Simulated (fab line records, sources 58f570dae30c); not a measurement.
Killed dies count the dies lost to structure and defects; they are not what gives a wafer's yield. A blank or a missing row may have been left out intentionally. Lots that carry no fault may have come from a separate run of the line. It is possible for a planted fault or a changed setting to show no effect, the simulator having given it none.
Split-lot trial / flow berkeley-cmos170 / route with 331 steps; 5 lots, 23 wafers read

== THE SPLIT ITSELF ==
At UCB170_SILICIDE_SPUTTER_01 (material Ti, target thk 30 nm, time 25 s), the setting power-w was moved away from the recipe's 1500 W on 10 of the 23 wafers read, by -11.9% to +4.7%. This setting was run at the recipe's value on the other wafers.

== FROM THE SPLIT TO THE READING: what the file shows between them, 1 step ==
- UCB170_SILICIDE_RS_MEAS_02: measures by four-point-probe

== THE READING ==
SILICIDE_TI_THK, in nm, at UCB170_SILICIDE_THK_MEAS_03 (measures by xrf). On this fab line, fault-free wafers typically give 29.90 nm with a standard deviation of 0.23 nm.

wafer=L076.1; tool, chamber at the split=pvd-sputter-02, -; power-w as run, W=1321; against the recipe=-11.9%; SILICIDE_TI_THK, nm=26.37; against lot-mates on the recipe=-3.32
wafer=L076.2; tool, chamber at the split=pvd-sputter-02, -; power-w as run, W=1500; against the recipe=recipe; SILICIDE_TI_THK, nm=29.39; against lot-mates on the recipe=-
wafer=L076.3; tool, chamber at the split=pvd-sputter-02, -; power-w as run, W=1321; against the recipe=-11.9%; SILICIDE_TI_THK, nm=26.09; against lot-mates on the recipe=-3.60
wafer=L076.4; tool, chamber at the split=pvd-sputter-02, -; power-w as run, W=1500; against the recipe=recipe; SILICIDE_TI_THK, nm=29.98; against lot-mates on the recipe=-
wafer=L076.5; tool, chamber at the split=pvd-sputter-02, -; power-w as run, W=1321; against the recipe=-11.9%; SILICIDE_TI_THK, nm=26.32; against lot-mates on the recipe=-3.37
wafer=L078.1; tool, chamber at the split=pvd-sputter-01, -; power-w as run, W=1340; against the recipe=-10.7%; SILICIDE_TI_THK, nm=26.61; against lot-mates on the recipe=-3.06
wafer=L078.2; tool, chamber at the split=pvd-sputter-01, -; power-w as run, W=1340; against the recipe=-10.7%; SILICIDE_TI_THK, nm=26.48; against lot-mates on the recipe=-3.19
wafer=L078.3; tool, chamber at the split=pvd-sputter-01, -; power-w as run, W=1500; against the recipe=recipe; SILICIDE_TI_THK, nm=29.70; against lot-mates on the recipe=-
wafer=L078.5; tool, chamber at the split=pvd-sputter-01, -; power-w as run, W=1500; against the recipe=recipe; SILICIDE_TI_THK, nm=29.77; against lot-mates on the recipe=-
wafer=L078.6; tool, chamber at the split=pvd-sputter-01, -; power-w as run, W=1500; against the recipe=recipe; SILICIDE_TI_THK, nm=29.54; against lot-mates on the recipe=-
wafer=L079.1; tool, chamber at the split=pvd-sputter-02, -; power-w as run, W=1500; against the recipe=recipe; SILICIDE_TI_THK, nm=29.79; against lot-mates on the recipe=-
wafer=L079.4; tool, chamber at the split=pvd-sputter-02, -; power-w as run, W=1500; against the recipe=recipe; SILICIDE_TI_THK, nm=29.95; against lot-mates on the recipe=-
wafer=L079.6; tool, chamber at the split=pvd-sputter-02, -; power-w as run, W=1500; against the recipe=recipe; SILICIDE_TI_THK, nm=29.88; against lot-mates on the recipe=-
wafer=L081.1; tool, chamber at the split=pvd-sputter-03, -; power-w as run, W=1500; against the recipe=recipe; SILICIDE_TI_THK, nm=30.17; against lot-mates on the recipe=-
wafer=L081.2; tool, chamber at the split=pvd-sputter-03, -; power-w as run, W=1571; against the recipe=+4.7%; SILICIDE_TI_THK, nm=31.41; against lot-mates on the recipe=+1.44
wafer=L081.3; tool, chamber at the split=pvd-sputter-03, -; power-w as run, W=1500; against the recipe=recipe; SILICIDE_TI_THK, nm=29.71; against lot-mates on the recipe=-
wafer=L081.5; tool, chamber at the split=pvd-sputter-03, -; power-w as run, W=1500; against the recipe=recipe; SILICIDE_TI_THK, nm=30.02; against lot-mates on the recipe=-
wafer=L081.6; tool, chamber at the split=pvd-sputter-03, -; power-w as run, W=1571; against the recipe=+4.7%; SILICIDE_TI_THK, nm=31.24; against lot-mates on the recipe=+1.27
wafer=L080.1; tool, chamber at the split=pvd-sputter-02, -; power-w as run, W=1500; against the recipe=recipe; SILICIDE_TI_THK, nm=29.81; against lot-mates on the recipe=-
wafer=L080.2; tool, chamber at the split=pvd-sputter-02, -; power-w as run, W=1564; against the recipe=+4.3%; SILICIDE_TI_THK, nm=31.01; against lot-mates on the recipe=+1.31
wafer=L080.3; tool, chamber at the split=pvd-sputter-02, -; power-w as run, W=1500; against the recipe=recipe; SILICIDE_TI_THK, nm=29.59; against lot-mates on the recipe=-
wafer=L080.4; tool, chamber at the split=pvd-sputter-02, -; power-w as run, W=1564; against the recipe=+4.3%; SILICIDE_TI_THK, nm=31.13; against lot-mates on the recipe=+1.43
wafer=L080.6; tool, chamber at the split=pvd-sputter-02, -; power-w as run, W=1564; against the recipe=+4.3%; SILICIDE_TI_THK, nm=31.22; against lot-mates on the recipe=+1.52

FIT RESULTS
A straight line over all 23 wafers: SILICIDE_TI_THK changes by +0.302 nm for each +1% of power-w; r = +0.99; the points scatter about the line by 0.18 nm.
The same after taking each lot's own level away (the mean of its wafers on the recipe; 23 wafers): +0.293 nm for each +1%; r = +1.00; scatter 0.16 nm.
The reading moves by 3.5 nm for the largest change in power-w, on that fit.
The lots' own levels span 29.670 to 29.967 nm, that is 1.3 times the standard deviation above.
The two slopes agree, so the slope changes little with the lot-to-lot level.
Check: for one of the wafers moved furthest among these (-11.9%), held out of the fit, the line's prediction against its lot-mates is -3.51 nm. Against them it came out at -3.32 nm.

== ADDITIONAL SPLITS CARRIED BY THESE WAFERS ==
Before the reading, these wafers also passed through other splits. Each is held against what the fit with the lots' levels taken away leaves over:
other split on the same wafers=UCB170_SPACER_CVD_00 rf-w; wafers away from the commonest value=12; r with SILICIDE_TI_THK (lot level and that fit taken away)=-0.37

== THE WHOLE CHAIN: every reading that the file lists as answering this split, in the file's order ==
step=UCB170_SILICIDE_SPUTTER_01; what it does=material Ti, target thk 30 nm, time 25 s; reading=Ti_of_SILICIDE_SPUTTER_01.thk-nm (the simulator's own value, which no gauge read); change (the file's fit)=+0.288 nm for each +1% of the setting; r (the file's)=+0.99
step=UCB170_SILICIDE_RS_MEAS_02; what it does=measures by four-point-probe; reading=SILICIDE_TI_RS; change (the file's fit)=-0.335 for each +1% of the setting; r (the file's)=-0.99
step=UCB170_SILICIDE_THK_MEAS_03; what it does=measures by xrf; reading=SILICIDE_TI_THK; change (the file's fit)=+0.292 for each +1% of the setting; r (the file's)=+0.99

== FILE'S OWN FIT ==
SILICIDE_TI_THK changes by +0.292 nm for each +1% of power-w, r = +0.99.
